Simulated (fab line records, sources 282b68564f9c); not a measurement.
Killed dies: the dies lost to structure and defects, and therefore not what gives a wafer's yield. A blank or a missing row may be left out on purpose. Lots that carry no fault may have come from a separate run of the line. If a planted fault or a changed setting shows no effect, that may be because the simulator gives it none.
Lot-split experiment :: flow rit_cmos :: on a route of 202 steps: 5 lots, 23 wafers read

ABOUT THE SPLIT
At RIT_M1_SPUTTER_00 (material Al, target thk 400 nm, time 500 s), the setting power_w was moved away from the recipe's 2000 W on 10 of the 23 wafers read, by -11.7% to +10.9%. This setting was run at the recipe's value on the other wafers.

SPLIT TO READING: what lies between them in the file, 1 step
- RIT_M1_RS_MEAS_01: measures by four-point-probe

THE READING
M1_AL_THK, in nm, at RIT_M1_THK_MEAS_02 (measures by xrf). A value of 406 nm with a standard deviation of 3.3 nm is what fault-free wafers of this fab line usually give.

wafer: L076.2
tool, chamber at the split: pvd_sputter-02, -
power_w as run, W: 1902
against the recipe: -4.9%
M1_AL_THK, nm: 387
against lot-mates on the recipe: -19

wafer: L076.3
tool, chamber at the split: pvd_sputter-02, -
power_w as run, W: 2000
against the recipe: recipe
M1_AL_THK, nm: 406
against lot-mates on the recipe: -

wafer: L076.4
tool, chamber at the split: pvd_sputter-02, -
power_w as run, W: 2000
against the recipe: recipe
M1_AL_THK, nm: 407
against lot-mates on the recipe: -

wafer: L076.5
tool, chamber at the split: pvd_sputter-02, -
power_w as run, W: 1902
against the recipe: -4.9%
M1_AL_THK, nm: 382
against lot-mates on the recipe: -24

wafer: L076.6
tool, chamber at the split: pvd_sputter-02, -
power_w as run, W: 2000
against the recipe: recipe
M1_AL_THK, nm: 404
against lot-mates on the recipe: -

wafer: L082.1
tool, chamber at the split: pvd_sputter-02, -
power_w as run, W: 2000
against the recipe: recipe
M1_AL_THK, nm: 406
against lot-mates on the recipe: -

wafer: L082.2
tool, chamber at the split: pvd_sputter-02, -
power_w as run, W: 1800
against the recipe: -10.0%
M1_AL_THK, nm: 363
against lot-mates on the recipe: -39

wafer: L082.3
tool, chamber at the split: pvd_sputter-02, -
power_w as run, W: 1800
against the recipe: -10.0%
M1_AL_THK, nm: 361
against lot-mates on the recipe: -41

wafer: L082.4
tool, chamber at the split: pvd_sputter-02, -
power_w as run, W: 2000
against the recipe: recipe
M1_AL_THK, nm: 399
against lot-mates on the recipe: -

wafer: L082.6
tool, chamber at the split: pvd_sputter-02, -
power_w as run, W: 2000
against the recipe: recipe
M1_AL_THK, nm: 401
against lot-mates on the recipe: -

wafer: L083.1
tool, chamber at the split: pvd_sputter-01, -
power_w as run, W: 2000
against the recipe: recipe
M1_AL_THK, nm: 406
against lot-mates on the recipe: -

wafer: L083.2
tool, chamber at the split: pvd_sputter-01, -
power_w as run, W: 1767
against the recipe: -11.7%
M1_AL_THK, nm: 353
against lot-mates on the recipe: -52

wafer: L083.3
tool, chamber at the split: pvd_sputter-01, -
power_w as run, W: 2000
against the recipe: recipe
M1_AL_THK, nm: 404
against lot-mates on the recipe: -

wafer: L083.4
tool, chamber at the split: pvd_sputter-01, -
power_w as run, W: 1767
against the recipe: -11.7%
M1_AL_THK, nm: 361
against lot-mates on the recipe: -44

wafer: L083.5
tool, chamber at the split: pvd_sputter-01, -
power_w as run, W: 1767
against the recipe: -11.7%
M1_AL_THK, nm: 360
against lot-mates on the recipe: -45

wafer: L084.1
tool, chamber at the split: pvd_sputter-02, -
power_w as run, W: 2000
against the recipe: recipe
M1_AL_THK, nm: 405
against lot-mates on the recipe: -

wafer: L084.2
tool, chamber at the split: pvd_sputter-02, -
power_w as run, W: 2000
against the recipe: recipe
M1_AL_THK, nm: 408
against lot-mates on the recipe: -

wafer: L084.3
tool, chamber at the split: pvd_sputter-02, -
power_w as run, W: 2000
against the recipe: recipe
M1_AL_THK, nm: 408
against lot-mates on the recipe: -

wafer: L085.2
tool, chamber at the split: pvd_sputter-01, -
power_w as run, W: 2000
against the recipe: recipe
M1_AL_THK, nm: 405
against lot-mates on the recipe: -

wafer: L085.3
tool, chamber at the split: pvd_sputter-01, -
power_w as run, W: 2000
against the recipe: recipe
M1_AL_THK, nm: 408
against lot-mates on the recipe: -

wafer: L085.4
tool, chamber at the split: pvd_sputter-01, -
power_w as run, W: 2219
against the recipe: +10.9%
M1_AL_THK, nm: 448
against lot-mates on the recipe: +42

wafer: L085.5
tool, chamber at the split: pvd_sputter-01, -
power_w as run, W: 2219
against the recipe: +10.9%
M1_AL_THK, nm: 453
against lot-mates on the recipe: +46

wafer: L085.6
tool, chamber at the split: pvd_sputter-01, -
power_w as run, W: 2219
against the recipe: +10.9%
M1_AL_THK, nm: 453
against lot-mates on the recipe: +46

THE FIT
A straight line over all 23 wafers: M1_AL_THK changes by +4.17 nm for each +1% of power_w; r = +1.00; the points scatter about the line by 2.8 nm.
The same after taking each lot's own level away (the mean of its wafers on the recipe; 23 wafers): +4.06 nm for each +1%; r = +1.00; scatter 2.4 nm.
That fit puts the effect of the largest move of power_w on the reading at 47 nm.
The span of the lots' own levels, 402.0 to 407.0 nm, comes to 1.5 times the standard deviation stated above.
The two slopes agree, so the slope changes little with the lot-to-lot level.
Check: with one of the wafers moved furthest among these (-11.7%) left out of the fit, the line predicts -46.5 nm for it against its lot-mates. Against them it came out at -52 nm.

THE WHOLE CHAIN: every reading that the file lists as answering this split, in the file's order
step: RIT_M1_SPUTTER_00
what it does: material Al, target thk 400 nm, time 500 s
reading: Al_of_M1_SPUTTER_00.thk_nm (the simulator's own value, which no gauge read)
change (the file's fit): +3.93 nm for each +1% of the setting
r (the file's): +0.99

step: RIT_M1_RS_MEAS_01
what it does: measures by four-point-probe
reading: M1_AL_RS
change (the file's fit): -0.000777 for each +1% of the setting
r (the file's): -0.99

step: RIT_M1_THK_MEAS_02
what it does: measures by xrf
reading: M1_AL_THK
change (the file's fit): +4.08 for each +1% of the setting
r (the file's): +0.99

FILE'S OWN FIT
M1_AL_THK changes by +4.08 nm for each +1% of power_w, r = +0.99.
